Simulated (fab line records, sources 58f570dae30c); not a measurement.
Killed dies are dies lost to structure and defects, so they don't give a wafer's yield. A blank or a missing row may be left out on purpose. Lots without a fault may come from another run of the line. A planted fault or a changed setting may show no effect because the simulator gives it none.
Split-lot experiment | flow berkeley_cmos170 | 5 lots, 23 wafers read, on a route of 331 steps

THE SPLIT
At UCB170_ACTIVE_CVD_05 (deposits Si3N4 from SiH2Cl2/NH3, target thk 220 nm, time 3300 s), the setting sih2cl2_flow_sccm was moved away from the recipe's 25 sccm on 5 of the 23 wafers read, by -12.6%. The other wafers ran this setting at the recipe's value.

The file shows no step between the split and the reading.

THE READING
ACTIVE_NITRIDE_THK, in nm, at UCB170_ACTIVE_THK_MEAS_06. Fault-free wafers of this fab line usually give 220.0 nm, standard deviation 2.1 nm.

wafer  | tool, chamber at the split | sih2cl2_flow_sccm as run, sccm | against the recipe | ACTIVE_NITRIDE_THK, nm | against lot-mates on the recipe
L076.1 | -, -                       | 25                             | recipe             | 219.3                  | -
L076.2 | -, -                       | 25                             | recipe             | 218.4                  | -
L076.4 | -, -                       | 25                             | recipe             | 218.5                  | -
L076.5 | -, -                       | 25                             | recipe             | 219.0                  | -
L076.6 | -, -                       | 25                             | recipe             | 217.8                  | -
L078.1 | -, -                       | 25                             | recipe             | 220.7                  | -
L078.3 | -, -                       | 25                             | recipe             | 220.8                  | -
L078.4 | -, -                       | 25                             | recipe             | 220.6                  | -
L078.5 | -, -                       | 25                             | recipe             | 220.8                  | -
L078.6 | -, -                       | 25                             | recipe             | 220.7                  | -
L082.1 | -, -                       | 25                             | recipe             | 220.6                  | -
L082.2 | -, -                       | 25                             | recipe             | 218.8                  | -
L082.3 | -, -                       | 25                             | recipe             | 218.5                  | -
L082.4 | -, -                       | 25                             | recipe             | 219.3                  | -
L082.5 | -, -                       | 25                             | recipe             | 218.8                  | -
L083.1 | -, -                       | 21.84                          | -12.6%             | 208.0                  | no lot-mate on the recipe
L083.2 | -, -                       | 21.84                          | -12.6%             | 208.3                  | no lot-mate on the recipe
L083.3 | -, -                       | 21.84                          | -12.6%             | 208.8                  | no lot-mate on the recipe
L083.5 | -, -                       | 21.84                          | -12.6%             | 209.3                  | no lot-mate on the recipe
L083.6 | -, -                       | 21.84                          | -12.6%             | 210.7                  | no lot-mate on the recipe
L084.1 | lpcvd-01, 0                | 25                             | recipe             | 221.4                  | -
L084.3 | lpcvd-01, 0                | 25                             | recipe             | 218.7                  | -
L084.6 | lpcvd-01, 0                | 25                             | recipe             | 220.9                  | -

THE FIT
A straight line over all 23 wafers: ACTIVE_NITRIDE_THK changes by +0.841 nm for each +1% of sih2cl2_flow_sccm; r = +0.97; the points scatter about the line by 1.1 nm.
Too few moved wafers have a lot-mate on the recipe to fit a line with each lot's own level taken away.

THE WHOLE CHAIN: every reading that the file lists as answering this split, in the file's order
step                      | what it does                                                               | reading                                                                        | change (the file's fit)               | r (the file's)
UCB170_ACTIVE_CVD_05      | deposits Si3N4 from SiH2Cl2/NH3, target thk 220 nm, time 3300 s            | Si3N4_of_ACTIVE_CVD_05.thk_nm (the simulator's own value, which no gauge read) | +0.841 nm for each +1% of the setting | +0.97
UCB170_ACTIVE_THK_MEAS_06 |                                                                            | ACTIVE_NITRIDE_THK                                                             | +0.843 for each +1% of the setting    | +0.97
UCB170_ACTIVE_ETCH_15     | etches Si3N4 in CH3F/Ar/O2, stops on SiO2, target depth 242 nm, time 151 s | etch.depth_nm (the simulator's own value, which no gauge read)                 | +0.841 nm for each +1% of the setting | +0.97

THE FILE'S OWN FIT
ACTIVE_NITRIDE_THK changes by +0.843 nm for each +1% of sih2cl2_flow_sccm, r = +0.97.
